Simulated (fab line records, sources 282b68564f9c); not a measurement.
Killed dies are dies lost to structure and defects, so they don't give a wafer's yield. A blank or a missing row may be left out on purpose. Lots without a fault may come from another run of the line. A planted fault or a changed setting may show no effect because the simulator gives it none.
Split-lot experiment | flow rit_cmos | 5 lots, 23 wafers read, on a route of 202 steps

THE SPLIT
At RIT_NSD_COAT_01 (resist thk 1000 nm), the setting spin_rpm was moved away from the recipe's 3250 rpm on 7 of the 23 wafers read, by -4.2% to -2.7%. The other wafers ran this setting at the recipe's value.

FROM THE SPLIT TO THE READING: what the file shows between them, 3 steps
- RIT_NSD_SOFTBAKE_02: time 60 s
- RIT_NSD_EXPOSE_03: exposes mask M9, target cd 40700 nm
- RIT_NSD_DEVELOP_05: develop time 50 s

THE READING
NOVOLAK_of_NSD_COAT_01.thk_nm (the simulator's own value, which no gauge read), in nm, at RIT_NSD_HARDBAKE_07 (time 60 s). The file gives no usual value for it. The 16 wafers here that ran the recipe average 883.9 nm, standard deviation 3.4 nm.

wafer  | tool, chamber at the split | spin_rpm as run, rpm | against the recipe | NOVOLAK_of_NSD_COAT_01.thk_nm, nm | against lot-mates on the recipe
L076.1 | litho_track-02, 0          | 3250                 | recipe             | 888.7                             | -
L076.2 | litho_track-02, 0          | 3250                 | recipe             | 884.2                             | -
L076.4 | litho_track-02, 0          | 3250                 | recipe             | 884.2                             | -
L076.5 | litho_track-02, 0          | 3250                 | recipe             | 885.6                             | -
L076.6 | litho_track-02, 0          | 3250                 | recipe             | 886.6                             | -
L077.1 | litho_track-02, 0          | 3134                 | -3.6%              | 904                               | +16.0
L077.2 | litho_track-02, 0          | 3134                 | -3.6%              | 904.5                             | +16.5
L077.3 | litho_track-02, 0          | 3250                 | recipe             | 890.6                             | -
L077.5 | litho_track-02, 0          | 3250                 | recipe             | 885.5                             | -
L077.6 | litho_track-02, 0          | 3134                 | -3.6%              | 905.2                             | +17.2
L078.2 | litho_track-01, 0          | 3250                 | recipe             | 880.2                             | -
L078.3 | litho_track-01, 0          | 3250                 | recipe             | 879.4                             | -
L078.4 | litho_track-01, 0          | 3161                 | -2.7%              | 896.6                             | +16.6
L078.5 | litho_track-01, 0          | 3250                 | recipe             | 880.5                             | -
L078.6 | litho_track-01, 0          | 3161                 | -2.7%              | 894                               | +14.0
L080.2 | litho_track-04, 0          | 3250                 | recipe             | 886.1                             | -
L080.3 | litho_track-04, 0          | 3250                 | recipe             | 885.5                             | -
L080.5 | litho_track-04, 0          | 3250                 | recipe             | 885.5                             | -
L081.1 | litho_track-01, 0          | 3250                 | recipe             | 879.8                             | -
L081.2 | litho_track-01, 0          | 3250                 | recipe             | 881.6                             | -
L081.3 | litho_track-01, 0          | 3113                 | -4.2%              | 898.6                             | +18.7
L081.4 | litho_track-01, 0          | 3113                 | -4.2%              | 899.5                             | +19.6
L081.5 | litho_track-01, 0          | 3250                 | recipe             | 878.3                             | -

THE FIT
A straight line over all 23 wafers: NOVOLAK_of_NSD_COAT_01.thk_nm changes by -4.62 nm for each +1% of spin_rpm; r = -0.91; the points scatter about the line by 3.7 nm.
The same after taking each lot's own level away (the mean of its wafers on the recipe; 23 wafers): -4.73 nm for each +1%; r = -0.98; scatter 1.5 nm.
On that fit, the largest move of spin_rpm shifts the reading by 20 nm.
The lots' own levels span 879.90 to 888.05 nm, that is 2.4 times the standard deviation above.
So the lot-to-lot level changes the slope little: the two slopes agree.
Check: with one of the wafers moved furthest among these (-4.2%) left out of the fit, the line predicts +20.4 nm for it against its lot-mates. It came out at +18.7 nm against them.

OTHER SPLITS ON THESE WAFERS
These wafers also went through other splits before the reading. Each is held against what the fit with the lots' levels taken away leaves over:
other split on the same wafers | wafers away from the commonest value | r with NOVOLAK_of_NSD_COAT_01.thk_nm (lot level and that fit taken away)
RIT_PLDD_IMPLANT_08 dose_cm2   | 10                                   | +0.17

THE WHOLE CHAIN: every reading that the file lists as answering this split, in the file's order
step                | what it does       | reading                                                                        | change (the file's fit)              | r (the file's)
RIT_NSD_COAT_01     | resist thk 1000 nm | NOVOLAK_of_NSD_COAT_01.thk_nm (the simulator's own value, which no gauge read) | -5.47 nm for each +1% of the setting | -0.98
RIT_NSD_HARDBAKE_07 | time 60 s          | NOVOLAK_of_NSD_COAT_01.thk_nm (the simulator's own value, which no gauge read) | -4.78 nm for each +1% of the setting | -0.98

THE FILE'S OWN FIT
NOVOLAK_of_NSD_COAT_01.thk_nm changes by -4.78 nm for each +1% of spin_rpm, r = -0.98.
